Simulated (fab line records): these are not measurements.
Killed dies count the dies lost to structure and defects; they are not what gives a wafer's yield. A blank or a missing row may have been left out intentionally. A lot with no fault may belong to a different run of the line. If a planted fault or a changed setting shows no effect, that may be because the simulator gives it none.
Lot-split experiment ; flow berkeleyCmos170 ; 23 wafers read from 5 lots, route of 331 steps

## SPLIT DETAILS
At UCB170_NWELL_IMPLANT_14, the setting energyKev was moved away from the recipe's 150 on 8 of the 23 wafers read, by -3.9% to +5.4%. The other wafers ran this setting at the recipe's value.

The reading comes from the split's own step.

## THE READING
In nm, at UCB170_NWELL_IMPLANT_14: implant.drpNm, which is the simulator's own figure and was read by no gauge. The file does not state a usual value for it.

wafer;tool, chamber at the split;energyKev as run;against the recipe;implant.drpNm, nm;against lot-mates on the recipe
L074.1;implanter-01, 0;158.1;+5.4%;65.24;+2.52
L074.3;implanter-01, 0;158.1;+5.4%;65.24;+2.52
L074.4;implanter-01, 0;158.1;+5.4%;65.24;+2.52
L074.2;implanter-01, 0;150;recipe;62.72;-
L074.6;implanter-01, 0;150;recipe;62.72;-
L078.1;implanter-01, 0;150;recipe;62.72;-
L078.6;implanter-01, 0;150;recipe;62.72;-
L078.2;implanter-01, 0;144.1;-3.9%;60.79;-1.93
L078.3;implanter-01, 0;144.1;-3.9%;60.79;-1.93
L078.4;implanter-01, 0;144.1;-3.9%;60.79;-1.93
L079.2;implanter-03, 0;145.1;-3.3%;61.12;-1.60
L079.5;implanter-03, 0;145.1;-3.3%;61.12;-1.60
L079.3;implanter-03, 0;150;recipe;62.72;-
L079.4;implanter-03, 0;150;recipe;62.72;-
L079.6;implanter-03, 0;150;recipe;62.72;-
L083.1;implanter-01, 0;150;recipe;62.72;-
L083.3;implanter-01, 0;150;recipe;62.72;-
L083.4;implanter-01, 0;150;recipe;62.72;-
L083.5;implanter-01, 0;150;recipe;62.72;-
L083.6;implanter-01, 0;150;recipe;62.72;-
L084.2;implanter-04, 0;150;recipe;62.72;-
L084.4;implanter-04, 0;150;recipe;62.72;-
L084.5;implanter-04, 0;150;recipe;62.72;-

FIT RESULTS
A straight line over all 23 wafers: implant.drpNm changes by +0.477 nm for each +1% of energyKev; r = +1.00; the points scatter about the line by 0.026 nm.
The same after taking each lot's own level away (the mean of its wafers on the recipe; 23 wafers): +0.477 nm for each +1%; r = +1.00; scatter 0.026 nm.
According to that fit, moving energyKev by its largest amount changes the reading by 2.6 nm.
The lots' own levels span 62.720 to 62.720 nm.
The two slopes are in agreement: the lot-to-lot level therefore moves the slope only a little.
Check: +2.57 nm against its lot-mates is what the line predicts for one of the wafers moved furthest among these (+5.4%) when that wafer is left out of the fit. Against them it came out at +2.52 nm.

## ADDITIONAL SPLITS CARRIED BY THESE WAFERS
Note: prior to the reading, these wafers also went through further splits. Each is held against what the fit with the lots' levels taken away leaves over:
other split on the same wafers;wafers away from the commonest value;r with implant.drpNm (lot level and that fit taken away)
UCB170_START_OXIDATION_02 tempC;18;-0.53

## THE WHOLE CHAIN: every reading that the file lists as answering this split, in the file's order
step;what it does;reading;change (the file's fit);r (the file's)
UCB170_NWELL_IMPLANT_14;;implant.rpNm (the simulator's own value, which no gauge read);+1.95 nm for each +1% of the setting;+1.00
UCB170_NWELL_IMPLANT_14;;implant.drpNm (the simulator's own value, which no gauge read);+0.478 nm for each +1% of the setting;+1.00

## FILE'S OWN FIT
implant.drpNm changes by +0.478 nm for each +1% of energyKev, r = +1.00.
